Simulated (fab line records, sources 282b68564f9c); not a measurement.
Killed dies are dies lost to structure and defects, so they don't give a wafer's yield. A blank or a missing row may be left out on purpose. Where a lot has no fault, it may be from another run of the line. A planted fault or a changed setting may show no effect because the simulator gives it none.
Which of the tools did it? -- flow rit cmos -- 42 wafers from 14 lots sampled at 2 of the route's 202 steps

== WHAT EACH GAUGE READ, for each wafer ==
The record holds no reading of a measuring or inspecting step that can be judged against a usual standard deviation.

== WHAT TOOL EACH LOT RAN ON (gives the tool, then ch and the chambers of the sampled wafers, and finally the start) ==
lot,RIT_PSD_STRIP_09,RIT_M1_PROBE_99
L513,"plasma asher-04 ch 0,1, day 3 13:28",-
L514,"plasma asher-01 ch 0,1, day 3 19:56",-
L515,"plasma asher-04 ch 0,1, day 4 01:11",-
L516,"plasma asher-02 ch 0,1, day 4 04:16",-
L517,"plasma asher-02 ch 0,1, day 4 04:53",-
L518,"plasma asher-01 ch 0,1, day 4 12:29",-
L519,"plasma asher-01 ch 0,1, day 4 15:40",-
L520,"plasma asher-01 ch 0, day 4 21:16",-
L524,"plasma asher-01 ch 1, day 5 17:11",-
L527,"plasma asher-01 ch 0,1, day 6 07:47","prober-02, day 6 16:07"
L529,"plasma asher-01 ch 0,1, day 6 20:52","prober-01, day 7 05:10"
L530,"plasma asher-04 ch 1, day 7 00:17",-
L531,"plasma asher-04 ch 0,1, day 7 06:50",-
L535,"plasma asher-04 ch 0,1, day 7 22:50","prober-01, day 8 06:50"
- RIT_PSD_STRIP_09: strips in O2, time 180 s.
- RIT_M1_PROBE_99

== AS READ BY THE TOOLS THEMSELVES (means over the sampled wafers that have a number; for cases with no such wafer, the mark the record gives instead) ==
RIT_PSD_STRIP_09.
lot,tool,drypump motor current A (A)
L513,plasma asher-04,5.6
L514,plasma asher-01,5.5
L515,plasma asher-04,5.7
L516,plasma asher-02,5.8
L517,plasma asher-02,5.6
L518,plasma asher-01,5.5
L519,plasma asher-01,5.4
L520,plasma asher-01,5.4
L524,plasma asher-01,5.6
L527,plasma asher-01,5.5
L529,plasma asher-01,5.5
L530,plasma asher-04,5.0
L531,plasma asher-04,5.3
L535,plasma asher-04,5.3

RIT_M1_PROBE_99.
lot,tool,killed at contacts,killed at front end,killed dies,killed on rim,killed open,killed short
L527,prober-02,0.0,15.0,15.0,6.3,3.3,2.7
L529,prober-01,0.0,10.0,10.0,4.3,3.0,2.0
L535,prober-01,0.0,8.0,8.0,2.7,4.0,4.0

== THE ANSWER, worked out from the rows above alone ==
Rule: usual is defined by the lots themselves. The widest of any qualifying gaps counts: lots, ordered by their means at a reading, are off when they make up no more than a third of the lots, leave a main group of 4 or more, and stand apart from it by 3 or more times the standard deviation of that group's means. A main group whose means are all the same, to the digits that the tables above print for the reading, isn't used. Also off: a lot with no number at a reading for which 4 or more lots have one. All remaining lots with rows at the step are treated as sound. Order of review: gauges by route order, followed by the tools' own readings, for which a lot's mean as printed above is used. The first step at which some lot is off is used, and at that step the reading that is off furthest; a lot without a number counts as furthest.
None of the lots is off at any reading shown; this tells nothing.

== WHAT THE SIMULATOR HAD PUT IN ==
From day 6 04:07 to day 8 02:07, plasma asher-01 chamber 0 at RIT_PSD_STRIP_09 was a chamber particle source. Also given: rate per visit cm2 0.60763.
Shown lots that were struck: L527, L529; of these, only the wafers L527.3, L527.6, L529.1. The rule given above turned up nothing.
